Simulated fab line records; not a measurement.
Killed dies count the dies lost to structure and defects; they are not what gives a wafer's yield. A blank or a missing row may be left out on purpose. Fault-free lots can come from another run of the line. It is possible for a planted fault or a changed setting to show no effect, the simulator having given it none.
Which tool was responsible? :: flow rit_cmos :: 7 lots with 21 wafers sampled at 2 steps, on a route of 202 steps

== WHAT EACH GAUGE READ, for each wafer ==
RIT_GATE_THK_MEAS_09.
lot: L419
measured: day 3 00:26
on: film_metro-03
GATE_POLY_THK (nm): 248.8 248.9 248.5

lot: L422
measured: day 3 16:29
on: film_metro-03
GATE_POLY_THK (nm): 249.5 250.2 248.2

lot: L427
measured: day 4 18:21
on: film_metro-02
GATE_POLY_THK (nm): 253.9 252.8 251.9

lot: L429
measured: day 5 01:01
on: film_metro-03
GATE_POLY_THK (nm): 252.6 251.5 252.1

lot: L432
measured: day 5 17:23
on: film_metro-03
GATE_POLY_THK (nm): 247.0 245.9 246.3

lot: L434
measured: day 6 02:12
on: film_metro-04
GATE_POLY_THK (nm): 167.2 166.3 165.3

lot: L437
measured: day 6 17:04
on: film_metro-03
GATE_POLY_THK (nm): 164.7 166.5 163.5

== EACH LOT AND THE TOOL THAT RAN IT (in order: tool; ch and the chambers of the sampled wafers; start) ==
lot: L419
RIT_GATE_CVD_08: lpcvd-02 ch 1, day 2 22:49

lot: L422
RIT_GATE_CVD_08: lpcvd-02 ch 0, day 3 14:52

lot: L427
RIT_GATE_CVD_08: lpcvd-01 ch 1, day 4 16:44

lot: L429
RIT_GATE_CVD_08: lpcvd-02 ch 0, day 4 23:23

lot: L432
RIT_GATE_CVD_08: lpcvd-02 ch 0, day 5 15:46

lot: L434
RIT_GATE_CVD_08: lpcvd-01 ch 1, day 6 00:35

lot: L437
RIT_GATE_CVD_08: lpcvd-01 ch 1, day 6 15:27
- RIT_GATE_CVD_08: deposits poly-Si from SiH4, target thk 250 nm, time 2220 s.

== THE ANSWER, worked out from the rows above alone ==
Rule: usual is defined by the lots themselves. The widest of any qualifying gaps counts: lots, ordered by their means at a reading, are off when they make up no more than a third of the lots, leave a main group of 4 or more, and stand apart from it by 3 or more times the standard deviation of that group's means. If all means in a main group match to the digits the tables above print for the reading, that group is not used. Also off: a lot with no number at a reading for which 4 or more lots have one. The other lots that the step has rows for count as sound.
Off: L434, L437, seen at RIT_GATE_THK_MEAS_09 (GATE_POLY_THK). Main group: mean 249.9 nm, sd 2.3.
If a tool, at a process step before that reading, ran all the lots that are off and no sound lot after the first of them, it fits. Gauges at RIT_GATE_THK_MEAS_09: tried the same way as those tools. One fits: lpcvd-01 at RIT_GATE_CVD_08. A fault onset in the window from L427 (day 4 16:44, its last sound lot) to L434 (day 6 00:35, its first lot off) fits.

== WHAT THE SIMULATOR HAD PUT IN ==
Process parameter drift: lpcvd-01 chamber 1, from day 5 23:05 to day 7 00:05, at RIT_GATE_CVD_08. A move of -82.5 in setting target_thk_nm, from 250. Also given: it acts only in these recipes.
Lots struck among those shown: L434, L437. The rule given above showed the same thing.
